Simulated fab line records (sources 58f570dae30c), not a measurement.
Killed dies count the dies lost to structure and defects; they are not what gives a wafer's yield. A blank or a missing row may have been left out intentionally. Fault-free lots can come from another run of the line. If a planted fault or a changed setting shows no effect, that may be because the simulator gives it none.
Which tool is to blame? / flow berkeley cmos170 / 21 wafers from 7 lots sampled at 3 of the route's 331 steps

== WHAT THE GAUGES READ, wafer by wafer ==
UCB170_M2_CD_MEAS_90: the cd target is 700 nm.
lot=L862; measured=day 8 01:31; on=cd sem-01; cd nm (nm)=702 699 705
lot=L860; measured=day 8 02:05; on=cd sem-02; cd nm (nm)=699 699 702
lot=L865; measured=day 8 06:57; on=cd sem-02; cd nm (nm)=705 703 704
lot=L872; measured=day 10 08:56; on=cd sem-02; cd nm (nm)=- - -
lot=L875; measured=day 10 10:58; on=cd sem-01; cd nm (nm)=- - -
lot=L876; measured=day 11 12:31; on=cd sem-02; cd nm (nm)=698 702 702
lot=L878; measured=day 11 12:47; on=cd sem-01; cd nm (nm)=698 699 699

== WHICH TOOL RAN EACH LOT (tool, then ch and the chambers of the sampled wafers, then the start) ==
lot=L862; UCB170_M2_ETCH_17=rie diel-01 ch 1,2,3, day 8 01:11; UCB170_M2_METAL_ETCH_18=rie metal-03 ch 0,1, day 8 01:13
lot=L860; UCB170_M2_ETCH_17=rie diel-01 ch 0,1,2, day 8 01:46; UCB170_M2_METAL_ETCH_18=rie metal-04 ch 0,1, day 8 01:48
lot=L865; UCB170_M2_ETCH_17=rie diel-02 ch 0,3, day 8 06:37; UCB170_M2_METAL_ETCH_18=rie metal-03 ch 0,1, day 8 06:40
lot=L872; UCB170_M2_ETCH_17=rie diel-01 ch 1,2,3, day 10 08:34; UCB170_M2_METAL_ETCH_18=rie metal-03 ch 0,1, day 10 08:40
lot=L875; UCB170_M2_ETCH_17=rie diel-02 ch 2,3, day 10 10:37; UCB170_M2_METAL_ETCH_18=rie metal-04 ch 0,1, day 10 10:39
lot=L876; UCB170_M2_ETCH_17=rie diel-04 ch 0,2, day 11 12:11; UCB170_M2_METAL_ETCH_18=rie metal-04 ch 0,1, day 11 12:13
lot=L878; UCB170_M2_ETCH_17=rie diel-01 ch 0,1,3, day 11 12:27; UCB170_M2_METAL_ETCH_18=rie metal-02 ch 0,1, day 11 12:30
- UCB170_M2_ETCH_17: etches BARC in N2/H2.
- UCB170_M2_METAL_ETCH_18: etches Al in Cl2/BCl3, stops on SiO2, target depth 1170 nm, time 195 s.

== THE ANSWER, worked out from the rows above alone ==
Rule: what is usual is taken from the lots themselves. Put in order of their means at a reading, lots are off if they are a third of the lots or fewer, leave a main group of 4 or more, and stand apart from it by a gap of 3 or more times the standard deviation of the main group's means; of several such gaps the widest counts. If all means in a main group match to the digits the tables above print for the reading, that group is not used. A lot without any number at a reading at which 4 lots or more have one is off too. Any other lot the step has rows for is counted as sound.
Off: L872, L875 (UCB170_M2_CD_MEAS_90, cd nm). Without a number there: L872, L875. Main group: mean 701 nm, sd 1.8.
If a tool, at a process step before that reading, ran all the lots that are off and no sound lot after the first of them, it fits. Those tools and the gauges at UCB170_M2_CD_MEAS_90 are tried in the same way. No candidate that was tried fits.

== WHAT THE SIMULATOR PUT IN ==
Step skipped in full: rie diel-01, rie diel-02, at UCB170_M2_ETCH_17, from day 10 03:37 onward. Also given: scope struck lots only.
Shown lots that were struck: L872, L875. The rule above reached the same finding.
